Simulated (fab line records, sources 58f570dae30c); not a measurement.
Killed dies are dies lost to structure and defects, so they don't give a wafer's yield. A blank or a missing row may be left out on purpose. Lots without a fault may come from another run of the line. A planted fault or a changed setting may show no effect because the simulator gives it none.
Chamber matching | flow berkeley_cmos170 | UCB170_GATE_ETCH_15 on rie_si-01: 4 sister chambers
The step etches poly-Si in HBr/Cl2, stops on SiO2, time 56.3 s, target depth 278.2 nm. 4 wafers are shown with their chamber, then 8 later ones without.

WAFERS WITH THEIR CHAMBER
wafer  | chamber | drypump_motor_current_A (A)
L777.5 | 2       | 5.1
L780.1 | 0       | 6.3
L780.4 | 3       | 5.3
L778.1 | 1       | 5.8

WAFERS WITHOUT THEIR CHAMBER
wafer  | drypump_motor_current_A (A)
L778.2 | 6.2
L778.4 | 5.1
L791.1 | 5.3
L791.2 | 5.1
L791.6 | 6.2
L794.3 | 5.1
L794.4 | 6.2
L794.6 | 5.1

WHICH CHAMBER EACH WENT THROUGH
wafer  | from the rows above | in truth
L778.2 | 0                   | 0
L778.4 | 2                   | 2
L791.1 | 3                   | 3
L791.2 | 2                   | 2
L791.6 | 0                   | 0
L794.3 | 2                   | 2
L794.4 | 0                   | 0
L794.6 | 2                   | 2
Placed correctly: 8 of 8. Can't be placed from these rows: 0. Placed wrongly: 0.
How it was worked out, from the rows above alone: a wafer's distance from a chamber is the root of the sum, over the readings, of the square of ((its reading less the chamber's mean) divided by the reading's scatter). The wafer belongs to the nearest chamber; if the next one is less than 2 further off, it can't be placed. A chamber's mean is the mean of its shown wafers. The scatter: with one shown wafer a chamber, the root of the mean of the squares of how far each hidden wafer lies from its nearest shown one.
